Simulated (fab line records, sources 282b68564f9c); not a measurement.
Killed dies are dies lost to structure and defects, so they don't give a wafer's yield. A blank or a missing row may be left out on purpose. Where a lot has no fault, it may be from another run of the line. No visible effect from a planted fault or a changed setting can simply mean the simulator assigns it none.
Comparing a struck lot with a sound one :: flow ritCmos :: 43 steps out of a route of 202
Sound: the wafers L497.2, L497.4, L497.5. Wafers L500.1, L500.4, L500.6 were the ones struck. The cause is given at the end.
At each step with rows: each side's tool, then ch and its chambers, then its first start. Under that, the readings that differ: sound wafers :: struck wafers :: difference of the means :: sigmas: that difference in standard deviations of wafers without a fault.
alike: readings whose means differ by less than 2 such deviations, and words and numbers that are the same on both sides. not compared: withheld readings, readings that some wafer has no value for, bounds like >300 that may hide the same value, and numbers for which the record gives no deviation and whose values overlap.
The two part at a step that has a row with sigmas, a row that says differs or no value, or rows on one side only. Numbers that have no deviation but don't overlap get no sigmas and don't part them. Lack of a reading on every wafer of one side parts them only where that side has two or more wafers.

first, 3 steps without rows for these wafers: RIT_REOX_CLEAN_01 (cleans in dHF, time 30 s); RIT_REOX_CLEAN_02 (cleans in SC2, time 600 s); RIT_REOX_OXIDATION_03 (target thk 25.2 nm, ox time 5580 s).
RIT_REOX_THK_MEAS_04:
  sound on filmMetro-01, day 3 19:06; struck on filmMetro-04, day 4 05:08
reading: REOX_OXIDE_THK (nm)
sound: 24.6 24.6 24.8
struck: 25.8 25.5 25.4
difference: +0.9
sigmas: +2
then, 6 steps without rows for these wafers: RIT_NLDD_HMDS_00 (prime time 60 s); RIT_NLDD_COAT_01 (resist thk 1000 nm); RIT_NLDD_SOFTBAKE_02 (time 60 s); RIT_NLDD_EXPOSE_03 (exposes mask M7, target cd 40700 nm); RIT_NLDD_PEB_04; RIT_NLDD_DEVELOP_05 (develop time 50 s).
RIT_NLDD_OVL_MEAS_06:
  sound on overlay-01, day 3 20:29; struck on overlay-01, day 4 06:28
  alike: NLDD_OVL
then, 1 step without rows for these wafers: RIT_NLDD_HARDBAKE_07 (time 60 s).
RIT_NLDD_IMPLANT_08:
  sound on implanter-02 ch 0, day 3 20:44; struck on implanter-02 ch 0, day 4 06:39
  alike: beamEnergyKeV
RIT_NLDD_STRIP_09: strips in O2, time 180 s.
  sound on plasmaAsher-02 ch 1, day 3 20:51; struck on plasmaAsher-03 ch 0,1, day 4 06:48
  alike: drypumpMotorCurrentA
  not compared: rfHoursCounterH
RIT_NLDD_TW_MEAS_10:
  sound on filmMetro-03, day 3 21:02; struck on filmMetro-04, day 4 06:58
reading: NLDD_TW
sound: 2502 2502 2505
struck: 2471 2474 2475
difference: -30
sigmas: -3
then, 6 steps without rows for these wafers: RIT_PLDD_HMDS_00 (prime time 60 s); RIT_PLDD_COAT_01 (resist thk 1000 nm); RIT_PLDD_SOFTBAKE_02 (time 60 s); RIT_PLDD_EXPOSE_03 (exposes mask M8, target cd 40900 nm); RIT_PLDD_PEB_04; RIT_PLDD_DEVELOP_05 (develop time 50 s).
RIT_PLDD_OVL_MEAS_06:
  sound on overlay-02, day 3 22:17; struck on overlay-01, day 4 08:14
  alike: PLDD_OVL
then, 2 steps without rows for these wafers: RIT_PLDD_HARDBAKE_07 (time 60 s); RIT_PLDD_IMPLANT_08.
RIT_PLDD_STRIP_09: strips in O2, time 180 s.
  sound on plasmaAsher-01 ch 1, day 3 22:43; struck on plasmaAsher-04 ch 0,1, day 4 08:41
  alike: drypumpMotorCurrentA
  not compared: rfHoursCounterH
RIT_PLDD_TW_MEAS_10:
  sound on filmMetro-02, day 3 22:55; struck on filmMetro-04, day 4 08:51
reading: PLDD_TW
sound: 2350 2342 2353
struck: 2312 2325 2321
difference: -29
sigmas: -3
then, 4 steps without rows for these wafers: RIT_SPACER_CLEAN_00 (cleans in SC1, time 600 s); RIT_SPACER_CLEAN_01 (cleans in dHF, time 30 s); RIT_SPACER_CLEAN_02 (cleans in SC2, time 600 s); RIT_SPACER_CVD_03 (deposits Si3N4 from SiH2Cl2/NH3, target thk 250 nm, time 3300 s).
RIT_SPACER_THK_MEAS_04:
  sound on filmMetro-02, day 4 01:15; struck on filmMetro-01, day 4 12:35
  alike: SPACER_NITRIDE_THK
RIT_SPACER_ETCHBACK_05: etches Si3N4 in SF6/CHF3, stops on SiO2, target depth 250 nm, time 240 s.
  sound on rieDiel-01 ch 0,1,2, day 4 01:18; struck on rieDiel-01 ch 0,1, day 4 12:38
  alike: CHF3_flow_sccm, drypumpMotorCurrentA, oesProductAu, throttleValvePct
  not compared: rfHoursCounterH
then, 6 steps without rows for these wafers: RIT_NSD_HMDS_00 (prime time 60 s); RIT_NSD_COAT_01 (resist thk 1000 nm); RIT_NSD_SOFTBAKE_02 (time 60 s); RIT_NSD_EXPOSE_03 (exposes mask M9, target cd 40700 nm); RIT_NSD_PEB_04; RIT_NSD_DEVELOP_05 (develop time 50 s).
RIT_NSD_OVL_MEAS_06:
  sound on overlay-01, day 4 02:19; struck on overlay-01, day 4 13:46
  alike: NSD_OVL
then, 2 steps without rows for these wafers: RIT_NSD_HARDBAKE_07 (time 60 s); RIT_NSD_IMPLANT_08.
RIT_NSD_STRIP_09: strips in O2, time 180 s.
  sound on plasmaAsher-04 ch 0,1, day 4 02:38; struck on plasmaAsher-03 ch 0,1, day 4 14:12
  alike: drypumpMotorCurrentA
  not compared: rfHoursCounterH
RIT_M1_PROBE_99:
  sound on prober-02, day 4 12:19; struck on prober-02, day 5 00:11
reading: model.etest.nldd.rsOhmSqRimLessCentre
sound: 7.151 1.768 0.3715
struck: -12.06 -14.41 -15.85
difference: -17.20
sigmas: 

reading: model.etest.nldd.rsOhmSqRange
sound: 12.04 6.92 9.88
struck: 13.48 17.1 20.16
difference: +7.30
sigmas: 
  alike: killedAtFrontEnd, killedDies, killedOpen, killedShort
  not compared: model.etest.nmos_0p15.gateBvV, model.etest.antennaPoly.vtShiftV

== WHERE THEY PART ==
Earliest at RIT_REOX_THK_MEAS_04; latest, in this record, at RIT_PLDD_TW_MEAS_10. Later steps at which nothing parts them and some readings are alike: RIT_SPACER_THK_MEAS_04, RIT_SPACER_ETCHBACK_05, RIT_NSD_OVL_MEAS_06, RIT_NSD_STRIP_09, RIT_M1_PROBE_99.

WHY: whatever the simulator had introduced
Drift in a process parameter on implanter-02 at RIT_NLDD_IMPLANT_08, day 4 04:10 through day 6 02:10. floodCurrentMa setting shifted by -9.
